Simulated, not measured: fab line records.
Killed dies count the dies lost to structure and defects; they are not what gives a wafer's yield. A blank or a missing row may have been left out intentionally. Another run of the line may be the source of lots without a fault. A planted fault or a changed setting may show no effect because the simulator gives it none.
Split-lot experiment :: flow berkeley_cmos170 :: 23 wafers read across 5 lots, on a route 331 steps long

== THE SPLIT ==
At UCB170_V2_PEB_10, the setting peb_temp_c was moved away from the recipe's 130 C on 8 of the 23 wafers read, by +0.8% to +2.3%. The other wafers ran this setting at the recipe's value.

== FROM THE SPLIT TO THE READING: what the file shows between them, 4 steps ==
- UCB170_V2_DEVELOP_11: develop time 45 s
- UCB170_V2_CD_MEAS_12: target cd 700 nm
- UCB170_V2_ETCH_14: etches SiO2 in CHF3/CF4/Ar, stops on Al, target depth 1250 nm, time 291 s
- UCB170_V2_STRIP_15: strips in O2

== THE READING ==
cd_nm, in nm, at UCB170_V2_CD_MEAS_90 (target cd 700 nm). Fault-free wafers of this fab line usually give 699.3 nm, standard deviation 1.2 nm.

wafer: L074.1
tool, chamber at the split: litho_track-04, 0
peb_temp_c as run, C: 130
against the recipe: recipe
cd_nm, nm: 701.1
against lot-mates on the recipe: -

wafer: L074.2
tool, chamber at the split: litho_track-04, 0
peb_temp_c as run, C: 133
against the recipe: +2.3%
cd_nm, nm: 716.8
against lot-mates on the recipe: +16.9

wafer: L074.3
tool, chamber at the split: litho_track-04, 0
peb_temp_c as run, C: 130
against the recipe: recipe
cd_nm, nm: 698.6
against lot-mates on the recipe: -

wafer: L074.5
tool, chamber at the split: litho_track-04, 0
peb_temp_c as run, C: 133
against the recipe: +2.3%
cd_nm, nm: 717.8
against lot-mates on the recipe: +17.9

wafer: L074.6
tool, chamber at the split: litho_track-04, 0
peb_temp_c as run, C: 133
against the recipe: +2.3%
cd_nm, nm: 716.9
against lot-mates on the recipe: +17.0

wafer: L076.2
tool, chamber at the split: litho_track-02, 0
peb_temp_c as run, C: 131
against the recipe: +0.8%
cd_nm, nm: 704.6
against lot-mates on the recipe: +5.9

wafer: L076.3
tool, chamber at the split: litho_track-02, 0
peb_temp_c as run, C: 131
against the recipe: +0.8%
cd_nm, nm: 704.5
against lot-mates on the recipe: +5.8

wafer: L076.4
tool, chamber at the split: litho_track-02, 0
peb_temp_c as run, C: 130
against the recipe: recipe
cd_nm, nm: 699.5
against lot-mates on the recipe: -

wafer: L076.5
tool, chamber at the split: litho_track-02, 0
peb_temp_c as run, C: 131
against the recipe: +0.8%
cd_nm, nm: 705.6
against lot-mates on the recipe: +6.9

wafer: L076.6
tool, chamber at the split: litho_track-02, 0
peb_temp_c as run, C: 130
against the recipe: recipe
cd_nm, nm: 697.9
against lot-mates on the recipe: -

wafer: L084.1
tool, chamber at the split: litho_track-02, 0
peb_temp_c as run, C: 130
against the recipe: recipe
cd_nm, nm: 697.4
against lot-mates on the recipe: -

wafer: L084.3
tool, chamber at the split: litho_track-02, 0
peb_temp_c as run, C: 130
against the recipe: recipe
cd_nm, nm: 698.7
against lot-mates on the recipe: -

wafer: L084.6
tool, chamber at the split: litho_track-02, 0
peb_temp_c as run, C: 130
against the recipe: recipe
cd_nm, nm: 697.1
against lot-mates on the recipe: -

wafer: L085.1
tool, chamber at the split: litho_track-04, 0
peb_temp_c as run, C: 130
against the recipe: recipe
cd_nm, nm: 699.8
against lot-mates on the recipe: -

wafer: L085.2
tool, chamber at the split: litho_track-04, 0
peb_temp_c as run, C: 130
against the recipe: recipe
cd_nm, nm: 698.4
against lot-mates on the recipe: -

wafer: L085.4
tool, chamber at the split: litho_track-04, 0
peb_temp_c as run, C: 130
against the recipe: recipe
cd_nm, nm: 698.1
against lot-mates on the recipe: -

wafer: L085.5
tool, chamber at the split: litho_track-04, 0
peb_temp_c as run, C: 130
against the recipe: recipe
cd_nm, nm: 697.7
against lot-mates on the recipe: -

wafer: L085.6
tool, chamber at the split: litho_track-04, 0
peb_temp_c as run, C: 130
against the recipe: recipe
cd_nm, nm: 697.4
against lot-mates on the recipe: -

wafer: L083.1
tool, chamber at the split: litho_track-02, 0
peb_temp_c as run, C: 132.4
against the recipe: +1.8%
cd_nm, nm: 714.7
against lot-mates on the recipe: +16.1

wafer: L083.3
tool, chamber at the split: litho_track-02, 0
peb_temp_c as run, C: 130
against the recipe: recipe
cd_nm, nm: 698.6
against lot-mates on the recipe: -

wafer: L083.4
tool, chamber at the split: litho_track-02, 0
peb_temp_c as run, C: 132.4
against the recipe: +1.8%
cd_nm, nm: 713.6
against lot-mates on the recipe: +15.0

wafer: L083.5
tool, chamber at the split: litho_track-02, 0
peb_temp_c as run, C: 130
against the recipe: recipe
cd_nm, nm: 699.4
against lot-mates on the recipe: -

wafer: L083.6
tool, chamber at the split: litho_track-02, 0
peb_temp_c as run, C: 130
against the recipe: recipe
cd_nm, nm: 697.7
against lot-mates on the recipe: -

THE FIT
A straight line over all 23 wafers: cd_nm changes by +8.2 nm for each +1% of peb_temp_c; r = +0.99; the points scatter about the line by 0.96 nm.
The same after taking each lot's own level away (the mean of its wafers on the recipe; 23 wafers): +7.78 nm for each +1%; r = +0.99; scatter 0.9 nm.
Per that fit: largest peb_temp_c move, reading shift of 18 nm.
From 697.73 to 699.85 nm: that is the span of the lots' own levels, equal to 1.8 times the standard deviation above.
Consequently the slope shifts little with the lot-to-lot level, the two slopes agreeing.
Check: +18.3 nm against its lot-mates is what the line predicts for one of the wafers moved furthest among these (+2.3%) when that wafer is left out of the fit. It came out at +16.9 nm against them.

== OTHER SPLITS ON THESE WAFERS ==
These wafers also went through other splits before the reading. Each is held against what the fit with the lots' levels taken away leaves over:
other split on the same wafers: UCB170_V1_EXPOSE_09 dose_mj
wafers away from the commonest value: 7
r with cd_nm (lot level and that fit taken away): +0.42

other split on the same wafers: UCB170_M2_METAL_ETCH_18 over_etch_frac
wafers away from the commonest value: 8
r with cd_nm (lot level and that fit taken away): -0.18

other split on the same wafers: UCB170_V2_CMP_02 leave_above_ref_nm
wafers away from the commonest value: 11
r with cd_nm (lot level and that fit taken away): +0.15

== THE WHOLE CHAIN: every reading that the file lists as answering this split, in the file's order ==
step: UCB170_V2_CD_MEAS_12
what it does: target cd 700 nm
reading: cd_nm
change (the file's fit): +8.02 nm for each +1% of the setting
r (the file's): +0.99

step: UCB170_V2_ETCH_14
what it does: etches SiO2 in CHF3/CF4/Ar, stops on Al, target depth 1250 nm, time 291 s
reading: V2.cd_nm (the simulator's own value, which no gauge read)
change (the file's fit): +8.02 nm for each +1% of the setting
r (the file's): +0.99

step: UCB170_V2_CD_MEAS_90
what it does: target cd 700 nm
reading: cd_nm
change (the file's fit): +7.89 nm for each +1% of the setting
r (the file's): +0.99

== THE FILE'S OWN FIT ==
cd_nm changes by +7.89 nm for each +1% of peb_temp_c, r = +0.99.
